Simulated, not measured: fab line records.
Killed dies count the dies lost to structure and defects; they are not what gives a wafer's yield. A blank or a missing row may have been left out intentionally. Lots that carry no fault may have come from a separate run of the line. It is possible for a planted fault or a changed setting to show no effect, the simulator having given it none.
A struck lot beside a sound one :: flow rit_cmos :: 17 out of 202 route steps
Sound: the wafers L330.2, L330.4, L330.6. Struck: wafer L323.6 (left out: L323.2, L323.4 of the same lot, which were not struck); the cause appears at the end.
For every step that has rows: the tool of each side, followed by ch and its chambers, followed by its first start. Under that, the readings that differ: sound wafers :: struck wafers :: difference of the means :: sigmas: that difference in standard deviations of wafers without a fault.
alike: readings with means less than 2 such deviations apart, plus words and numbers identical on both sides. not compared: withheld readings, readings lacking a value on some wafer, bounds such as >300 that could conceal the same value, and numbers that have no deviation in the record and whose values overlap.
Wherever a step has rows on one side only, a row that says differs or no value, or a row with sigmas, the two part there. Non-overlapping numbers with no deviation appear without sigmas and do not part them. Lack of a reading on every wafer of one side parts them only where that side has two or more wafers.

first, 1 step without rows for these wafers: RIT_PSD_IMPLANT_08.
RIT_PSD_STRIP_09: strips in O2, time 180 s.
  sound on plasma_asher-02 ch 1, day 6 11:24; struck on plasma_asher-02 ch 1, day 5 02:41
  alike: drypump_motor_current_A, o2_flow_sccm, rf_refl_power_W
  not compared: rf_hours_counter_h
RIT_PSD_TW_MEAS_10:
  sound: film_metro-04 at day 6 11:35; struck: film_metro-02 at day 5 02:52
  alike: PSD_TW
then, 3 steps without rows for these wafers: RIT_SDANNEAL_CLEAN_00 (cleans in SC1, time 600 s); RIT_SDANNEAL_CLEAN_01 (cleans in dHF, time 30 s); RIT_SDANNEAL_CLEAN_02 (cleans in SC2, time 600 s).
RIT_SDANNEAL_RTA_03: time 5 s.
  sound on rtp_anneal-02 ch 0, day 6 12:02; struck on rtp_anneal-01 ch 0, day 5 03:19
reading: wafer_temp_C_max
sound: 1053.6 1055.3 1053.8
struck: 1051.4
difference: -2.8
sigmas: -2
  alike: ramp_down_c_per_s
RIT_SDANNEAL_RS_MEAS_04: measures by four-point-probe.
  sound: film_metro-02 at day 6 12:06; struck: film_metro-03 at day 5 03:23
  alike: PSD_RS
RIT_SDANNEAL_RS_MEAS_05: measures by four-point-probe.
  sound: film_metro-02 at day 6 12:13; struck: film_metro-03 at day 5 03:30
  alike: NSD_RS
RIT_SDANNEAL_RS_MEAS_06: measures by four-point-probe.
  sound: film_metro-02 at day 6 12:20; struck: film_metro-03 at day 5 03:37
  alike: PLDD_RS
RIT_SDANNEAL_RS_MEAS_07: measures by four-point-probe.
  sound: film_metro-02 at day 6 12:28; struck: film_metro-03 at day 5 03:44
  alike: NLDD_RS
then, 1 step without rows for these wafers: RIT_SILICIDE_WET_ETCH_00 (etches SiO2 in BOE, target depth 14 nm, time 15 s).
RIT_SILICIDE_SPUTTER_01: material Ti, target thk 30 nm, time 240 s.
  sound: pvd_sputter-01 at day 6 12:34; struck: pvd_sputter-02 at day 5 03:52
reading: model.Ti_of_SILICIDE_SPUTTER_01.thk_nm (nm)
sound: 31.35 30.63 30.83
struck: 29.12
difference: -1.82
sigmas: 
  alike: throttle_valve_pct
RIT_SILICIDE_RS_MEAS_02: measures by four-point-probe.
  sound: film_metro-01 at day 6 12:44; struck: film_metro-01 at day 5 04:02
reading: SILICIDE_TI_RS (ohm/sq)
sound: 45.4 46.5 46.1
struck: 49.6
difference: +3.6
sigmas: +6
RIT_SILICIDE_THK_MEAS_03: measures by xrf.
  sound: film_metro-01 at day 6 12:51; struck: film_metro-01 at day 5 04:08
reading: SILICIDE_TI_THK (nm)
sound: 31.0 30.5 30.5
struck: 28.8
difference: -1.9
sigmas: -5
RIT_SILICIDE_RTA_04: time 10 s, ramp up 5 s, ramp down 5 s.
  sound on rtp_anneal-01 ch 0, day 6 12:55; struck on rtp_anneal-02 ch 0, day 5 04:12
  alike: wafer_temp_C_max
RIT_M1_PROBE_99:
  sound: prober-01 at day 6 19:30; struck: prober-02 at day 5 11:06
reading: model.etest.npoly_line.line_ohm_um
sound: 163.1 167.3 159.8
struck: 168.2
difference: +4.8
sigmas: 

reading: model.etest.contact_nplus.end_ohm_um
sound: 45.4 43.56 42.82
struck: 39.16
difference: -4.77
sigmas: 

reading: model.etest.npoly_line.rs_ohm_sq
sound: 16.49 16.69 16.56
struck: 17.42
difference: +0.84
sigmas: 

reading: model.etest.ppoly_line.rs_ohm_sq
sound: 15.93 16.21 16.11
struck: 16.71
difference: +0.63
sigmas: 

reading: model.etest.npoly_sal.rs_ohm_sq
sound: 4.197 4.264 4.248
struck: 4.45
difference: +0.21
sigmas: 

reading: model.etest.ppoly_sal.rs_ohm_sq
sound: 4.145 4.257 4.188
struck: 4.417
difference: +0.220
sigmas: 

reading: model.etest.pplus_sal.rs_ohm_sq
sound: 4.134 4.27 4.237
struck: 4.438
difference: +0.224
sigmas: 
  alike: killed_at_contacts, killed_at_front_end, killed_dies, killed_on_rim, killed_open, killed_short
  not compared: model.etest.contact_pplus.end_ohm_um

== WHERE THEY PART ==
First at RIT_SDANNEAL_RTA_03; last, within this record, at RIT_SILICIDE_THK_MEAS_03. Later steps at which nothing parts them and some readings are alike: RIT_SILICIDE_RTA_04, RIT_M1_PROBE_99.

WHY: whatever the simulator had introduced
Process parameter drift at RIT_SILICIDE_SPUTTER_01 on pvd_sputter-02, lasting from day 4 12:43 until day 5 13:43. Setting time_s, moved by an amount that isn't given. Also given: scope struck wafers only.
